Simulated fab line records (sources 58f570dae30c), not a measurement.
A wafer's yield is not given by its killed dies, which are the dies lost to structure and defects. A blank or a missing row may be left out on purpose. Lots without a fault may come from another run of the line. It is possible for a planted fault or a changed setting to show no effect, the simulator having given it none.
Struck lot and sound lot, side by side + flow berkeley-cmos170 + 14 steps out of a route of 331
Sound: these wafers, L557.1, L557.3, L557.4. Struck: wafers L565.3, L565.4, L565.5. Last of all comes the cause.
Per side, at each step with rows, come the tool, then ch with its chambers, and then its first start. Under that, the readings that differ: sound wafers + struck wafers + difference of the means + sigmas: that difference in standard deviations of wafers without a fault.
alike: same words and numbers on both sides, and readings whose means sit less than 2 such deviations apart. not compared: any withheld reading, any reading some wafer has no value for, any bound like >300 that may hide the same value, and any number with overlapping values for which the record gives no deviation.
Wherever a step has rows on one side only, a row that says differs or no value, or a row with sigmas, the two part there. Numbers that don't overlap but have no deviation are shown without sigmas and don't part them. A reading that every wafer of one side lacks parts them only if that side has two wafers or more.

UCB170_V2_BOW_MEAS_03:
  sound: film-metro-04 at day 8 19:40; struck: film-metro-04 at day 10 08:57
  alike: V2_BOW
UCB170_V2_THK_MEAS_04:
  sound: film-metro-04 at day 8 19:47; struck: film-metro-04 at day 10 09:03
  alike: V2_POLISHED_THK
then, 7 steps without rows for these wafers: UCB170_V2_CLEAN_05 (cleans in DIW); UCB170_V2_HMDS_06 (prime time 60 s); UCB170_V2_COAT_07 (resist thk 900 nm); UCB170_V2_SOFTBAKE_08 (time 60 s); UCB170_V2_EXPOSE_09 (exposes mask VIA2, target cd 700 nm); UCB170_V2_PEB_10; UCB170_V2_DEVELOP_11 (develop time 45 s).
UCB170_V2_CD_MEAS_12 targets a cd of 700 nm.
  sound: cd-sem-01 at day 8 20:59; struck: cd-sem-01 at day 10 11:01
  alike: cd-nm
UCB170_V2_OVL_MEAS_13:
  sound: overlay-02 at day 8 21:07; struck: overlay-02 at day 10 11:07
| reading     | sound   | struck  | difference | sigmas |
|-------------|---------|---------|------------|--------|
| V2_OVL (nm) | 6 15 11 | 0 -7 -7 | -15        | -3     |
UCB170_V2_ETCH_14: etches SiO2 in CHF3/CF4/Ar, stops on Al, target depth 1250 nm, time 291 s.
  sound on rie-diel-04 ch 0,3, day 8 21:09; struck on rie-diel-04 ch 1,3, day 10 11:08
  alike: CHF3_flow_sccm, drypump-motor-current-A, oes-product-au, throttle-valve-pct
  not compared: rf-hours-counter-h
UCB170_V2_STRIP_15: strips in O2.
  sound on plasma-asher-03 ch 0,1, day 8 21:19; struck on plasma-asher-03 ch 0,1, day 10 11:21
  no value came back on the struck wafers for chamber-pressure-mTorr (mTorr), drypump-motor-current-A (A), oes-product-au (a.u.), strip-time-to-endpoint-s (s); on the sound wafers chamber-pressure-mTorr (mTorr) reads 3504 3508 3492
| reading                             | sound | struck            | difference | sigmas |
|-------------------------------------|-------|-------------------|------------|--------|
| model.KrF_of_V2_COAT_07.thk-nm (nm) | 0 0 0 | 612.9 611.3 609.6 | +611.3     |        |
  not compared: rf-hours-counter-h
UCB170_V2_CD_MEAS_90 targets a cd of 700 nm.
  sound: cd-sem-02 at day 8 21:25; struck: cd-sem-01 at day 10 11:27
  alike: cd-nm

## WHERE THEY PART
Last at UCB170_V2_STRIP_15 as far as this record goes, first at UCB170_V2_OVL_MEAS_13. Later steps at which nothing parts them and some readings are alike: UCB170_V2_CD_MEAS_90.

WHY: the cause the simulator had injected
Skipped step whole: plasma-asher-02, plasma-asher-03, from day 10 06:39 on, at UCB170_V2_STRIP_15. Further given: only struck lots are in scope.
